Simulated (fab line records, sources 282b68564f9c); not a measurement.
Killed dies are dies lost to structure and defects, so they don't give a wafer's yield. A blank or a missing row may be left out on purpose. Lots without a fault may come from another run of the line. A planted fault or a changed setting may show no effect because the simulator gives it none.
A struck lot beside a sound one | flow rit_cmos | 34 steps out of a route of 202
Sound: wafers L570.2, L570.3, L570.4. Struck: wafers L561.4, L561.5, L561.6. The cause comes at the end.
At each step with rows: each side's tool, then ch and its chambers, then its first start. Under that, the readings that differ: sound wafers | struck wafers | difference of the means | sigmas: that difference in standard deviations of wafers without a fault.
alike: readings whose means differ by less than 2 such deviations, and words and numbers that are the same on both sides. not compared: withheld readings, readings that some wafer has no value for, bounds like >300 that may hide the same value, and numbers for which the record gives no deviation and whose values overlap.
The two part at a step that has a row with sigmas, a row that says differs or no value, or rows on one side only. Numbers that don't overlap but have no deviation are shown without sigmas and don't part them. A reading that every wafer of one side lacks parts them only if that side has two wafers or more.

first, 3 steps without rows for these wafers: RIT_PWELL_EXPOSE_03 (exposes mask M3, target cd 43700 nm); RIT_PWELL_PEB_04; RIT_PWELL_DEVELOP_05 (develop time 68 s).
RIT_PWELL_OVL_MEAS_06:
  sound on overlay-01, day 6 00:03; struck on overlay-02, day 4 00:26
  alike: PWELL_OVL
then, 2 steps without rows for these wafers: RIT_PWELL_HARDBAKE_07 (time 120 s); RIT_PWELL_IMPLANT_08.
RIT_PWELL_STRIP_09: strips in O2, time 180 s.
  sound on plasma_asher-03 ch 0,1, day 6 00:29; struck on plasma_asher-03 ch 0,1, day 4 00:57
  alike: drypump_motor_current_A
  not compared: rf_hours_counter_h
RIT_PWELL_TW_MEAS_10:
  sound on film_metro-02, day 6 00:40; struck on film_metro-02, day 4 01:06
  alike: PWELL_TW
then, 1 step without rows for these wafers: RIT_WELLDRIVE_ANNEAL_00 (time 14700 s).
RIT_WELLDRIVE_RS_MEAS_01: measures by four-point-probe.
  sound on film_metro-01, day 6 08:23; struck on film_metro-01, day 4 06:16
  alike: NWELL_RS
RIT_WELLDRIVE_RS_MEAS_02: measures by four-point-probe.
  sound on film_metro-01, day 6 08:30; struck on film_metro-01, day 4 06:23
  alike: PWELL_RS
then, 1 step without rows for these wafers: RIT_NRETRO_HMDS_00 (prime time 60 s).
RIT_NRETRO_COAT_01: resist thk 1289 nm.
  sound on litho_track-04 ch 0, day 6 08:47; struck on litho_track-03, day 4 06:40
  no value came back on the struck wafers for chill_plate_temp_C (C), dispense_pressure_kPa (kPa); on the sound wafers chill_plate_temp_C (C) reads 23.00 22.99 22.90
then, 4 steps without rows for these wafers: RIT_NRETRO_SOFTBAKE_02 (time 60 s); RIT_NRETRO_EXPOSE_03 (exposes mask M4, target cd 43900 nm); RIT_NRETRO_PEB_04; RIT_NRETRO_DEVELOP_05 (develop time 69.64 s).
RIT_NRETRO_OVL_MEAS_06:
  sound on overlay-02, day 6 09:37; struck on overlay-02, day 4 07:21
  reading         | sound       | struck | difference                    | sigmas
  NRETRO_OVL (nm) | 0.3 1.1 0.7 | - - -  | no value on the struck wafers |
then, 2 steps without rows for these wafers: RIT_NRETRO_HARDBAKE_07 (time 120 s); RIT_NRETRO_IMPLANT_08.
RIT_NRETRO_STRIP_09: strips in O2, time 180 s.
  sound on plasma_asher-03 ch 0,1, day 6 10:02; struck on plasma_asher-02 ch 0,1, day 4 07:49
  alike: drypump_motor_current_A
  not compared: rf_hours_counter_h
RIT_NRETRO_TW_MEAS_10:
  sound on film_metro-01, day 6 10:14; struck on film_metro-01, day 4 07:58
  alike: NRETRO_TW
then, 6 steps without rows for these wafers: RIT_PRETRO_HMDS_00 (prime time 60 s); RIT_PRETRO_COAT_01 (resist thk 1300 nm); RIT_PRETRO_SOFTBAKE_02 (time 60 s); RIT_PRETRO_EXPOSE_03 (exposes mask M5, target cd 43700 nm); RIT_PRETRO_PEB_04; RIT_PRETRO_DEVELOP_05 (develop time 68 s).
RIT_PRETRO_OVL_MEAS_06:
  sound on overlay-02, day 6 11:10; struck on overlay-01, day 4 08:54
  alike: PRETRO_OVL
then, 2 steps without rows for these wafers: RIT_PRETRO_HARDBAKE_07 (time 120 s); RIT_PRETRO_IMPLANT_08.
RIT_PRETRO_STRIP_09: strips in O2, time 180 s.
  sound on plasma_asher-03 ch 0,1, day 6 11:35; struck on plasma_asher-01 ch 0,1, day 4 09:23
  alike: drypump_motor_current_A
  not compared: rf_hours_counter_h
RIT_PRETRO_TW_MEAS_10:
  sound on film_metro-02, day 6 11:47; struck on film_metro-01, day 4 09:45
  reading   | sound       | struck         | difference | sigmas
  PRETRO_TW | 471 468 468 | 1099 1095 1088 | +625       | +98
  not compared: hold
RIT_M1_PROBE_99:
  the record has rows for the sound wafers here (prober-02, day 7 16:55) and none for the struck ones

WHERE THEY PART
First at RIT_NRETRO_COAT_01; last, within this record, at RIT_M1_PROBE_99.

WHY: what the simulator had put in
Skipped step whole: litho_track-03, from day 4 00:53 on, at RIT_NRETRO_COAT_01. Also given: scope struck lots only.
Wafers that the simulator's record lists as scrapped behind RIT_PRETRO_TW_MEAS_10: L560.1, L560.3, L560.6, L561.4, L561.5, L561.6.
